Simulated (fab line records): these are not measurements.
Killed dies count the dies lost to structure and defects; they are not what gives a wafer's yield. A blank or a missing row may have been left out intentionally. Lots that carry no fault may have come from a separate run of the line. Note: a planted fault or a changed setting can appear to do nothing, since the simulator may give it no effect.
Tool commonality check | flow berkeleyCmos170 | 48 wafers sampled across 14 lots

## REASON IT WAS OPENED
At UCB170_NLDD_CD_MEAS_06 the reading cdNm is flagged on 2 of 14 lots. Wafers without a fault read 1199.5 nm, standard deviation 1.6.
Rule: a lot is flagged in two cases, either no wafer of it has a number, or all its wafers with numbers fall more than 4 standard deviations from that mean. The rest of the lots are taken to be sound.

lot  | measured     | on       | cdNm (nm), wafer by wafer                 | flag
L321 | day 7 01:23  | cdSem-02 | 1197.7 1198.2 1197.6                      | 
L322 | day 7 01:44  | cdSem-01 | 1198.9 1198.8 1198.8                      | 
L323 | day 7 10:04  | cdSem-02 | 1200.1 1198.2 1197.9                      | 
L324 | day 7 13:41  | cdSem-02 | 1199.4 1200.3 1201.5                      | 
L326 | day 7 20:07  | cdSem-02 | 1201.1 1201.4 1201.2                      | 
L328 | day 7 20:45  | cdSem-01 | 1197.8 1197.9 1197.4                      | 
L327 | day 7 21:04  | cdSem-01 | 1199.6 1200.9 1199.3                      | 
L331 | day 8 07:35  | cdSem-02 | 1201.2 1199.9 1201.0                      | 
L336 | day 10 11:09 | cdSem-01 | 1185.2 1186.9 1186.6 1185.7 1187.1 1186.6 | FLAGGED
L338 | day 10 11:43 | cdSem-01 | 1189.9 1189.7 1188.5 1189.7 1189.5 1189.1 | FLAGGED
L339 | day 10 12:01 | cdSem-02 | 1200.8 1200.3 1199.9                      | 
L341 | day 11 04:07 | cdSem-01 | 1199.3 1200.3 1200.8                      | 
L342 | day 11 04:22 | cdSem-02 | 1200.0 1199.0 1197.8                      | 
L344 | day 11 14:35 | cdSem-02 | 1200.5 1199.1 1200.5                      | 
The mean of the flagged lots' numbers is 1187.9 nm, -11.6 nm from the usual (-7 standard deviations).

## WHICH TOOL EACH LOT WENT THROUGH
Before the reading, the record contains 2 process steps out of a 331-step route. Cell contents, in order: the tool; ch with the chambers the sampled wafers went through; the start.
lot  | flag    | UCB170_GATE_STRIP_16                | UCB170_NLDD_SOFTBAKE_02
L321 |         | plasmaAsher-02 ch 0,1, day 6 21:40  | lithoTrack-02 ch 0, day 7 00:51
L322 |         | plasmaAsher-04 ch 0,1, day 6 21:54  | lithoTrack-01 ch 0, day 7 01:11
L323 |         | plasmaAsher-04 ch 0,1, day 7 06:02  | lithoTrack-02 ch 0, day 7 09:21
L324 |         | plasmaAsher-04 ch 0,1, day 7 10:14  | lithoTrack-04 ch 0, day 7 13:01
L326 |         | plasmaAsher-02 ch 0,1, day 7 16:47  | lithoTrack-02 ch 0, day 7 19:34
L328 |         | plasmaAsher-04 ch 0,1, day 7 17:20  | lithoTrack-02 ch 0, day 7 20:06
L327 |         | plasmaAsher-04 ch 0,1, day 7 17:35  | lithoTrack-04 ch 0, day 7 20:31
L331 |         | plasmaAsher-04 ch 0, day 8 03:17    | lithoTrack-02 ch 0, day 8 06:57
L336 | FLAGGED | plasmaAsher-04 ch 0,1, day 10 06:56 | lithoTrack-02 ch 0, day 10 10:16
L338 | FLAGGED | plasmaAsher-02 ch 1, day 10 07:05   | lithoTrack-02 ch 0, day 10 10:45
L339 |         | plasmaAsher-04 ch 0,1, day 10 07:14 | lithoTrack-04 ch 0, day 10 11:04
L341 |         | plasmaAsher-04 ch 0,1, day 10 23:55 | lithoTrack-01 ch 0, day 11 03:28
L342 |         | plasmaAsher-03 ch 0,1, day 11 00:02 | lithoTrack-04 ch 0, day 11 03:37
L344 |         | plasmaAsher-04 ch 0,1, day 11 10:07 | lithoTrack-04 ch 0, day 11 13:43
What these steps do:
- UCB170_GATE_STRIP_16: strips in O2.
- UCB170_NLDD_SOFTBAKE_02: time 60 s.
- UCB170_NLDD_CD_MEAS_06: target cd 1200 nm.

## FLAGGED OVER TOTAL, TOOL BY TOOL (the gauges that took the reading come last)
step                    | tool           | lots run | flagged | share of the flagged lots | sound lots run after its first flagged lot
UCB170_GATE_STRIP_16    | plasmaAsher-02 | 3        | 1       | some                      | 0
UCB170_GATE_STRIP_16    | plasmaAsher-03 | 1        | 0       | none                      | -
UCB170_GATE_STRIP_16    | plasmaAsher-04 | 10       | 1       | some                      | 3 (L339,L341,L344)
UCB170_NLDD_SOFTBAKE_02 | lithoTrack-01  | 2        | 0       | none                      | -
UCB170_NLDD_SOFTBAKE_02 | lithoTrack-02  | 7        | 2       | all                       | 0
UCB170_NLDD_SOFTBAKE_02 | lithoTrack-04  | 5        | 0       | none                      | -
UCB170_NLDD_CD_MEAS_06  | cdSem-01       | 6        | 2       | all                       | 1 (L341)
UCB170_NLDD_CD_MEAS_06  | cdSem-02       | 8        | 0       | none                      | -

## THE TABLE: WHAT IT ALLOWS
Table rows that saw every flagged lot: 2, namely lithoTrack-02 at UCB170_NLDD_SOFTBAKE_02 and cdSem-01 at UCB170_NLDD_CD_MEAS_06.
- lithoTrack-02 at UCB170_NLDD_SOFTBAKE_02: 2 of its 7 lots flagged. A fault beginning between L331 (day 8 06:57), its last sound lot, and L336 (day 10 10:16), its first flagged one, fits the data. Its own readings lie more than 4 standard deviations out on every wafer of the flagged lots: heaterPowerTotalW, plateTempC.
- cdSem-01 at UCB170_NLDD_CD_MEAS_06: 2 of its 6 lots flagged. Lots that were sound ran on it after the first flagged one (L341); a persistent fault on the entire tool would not allow that.
Left over: one tool, lithoTrack-02 at UCB170_NLDD_SOFTBAKE_02.

## WHAT THE SIMULATOR HAD PUT IN
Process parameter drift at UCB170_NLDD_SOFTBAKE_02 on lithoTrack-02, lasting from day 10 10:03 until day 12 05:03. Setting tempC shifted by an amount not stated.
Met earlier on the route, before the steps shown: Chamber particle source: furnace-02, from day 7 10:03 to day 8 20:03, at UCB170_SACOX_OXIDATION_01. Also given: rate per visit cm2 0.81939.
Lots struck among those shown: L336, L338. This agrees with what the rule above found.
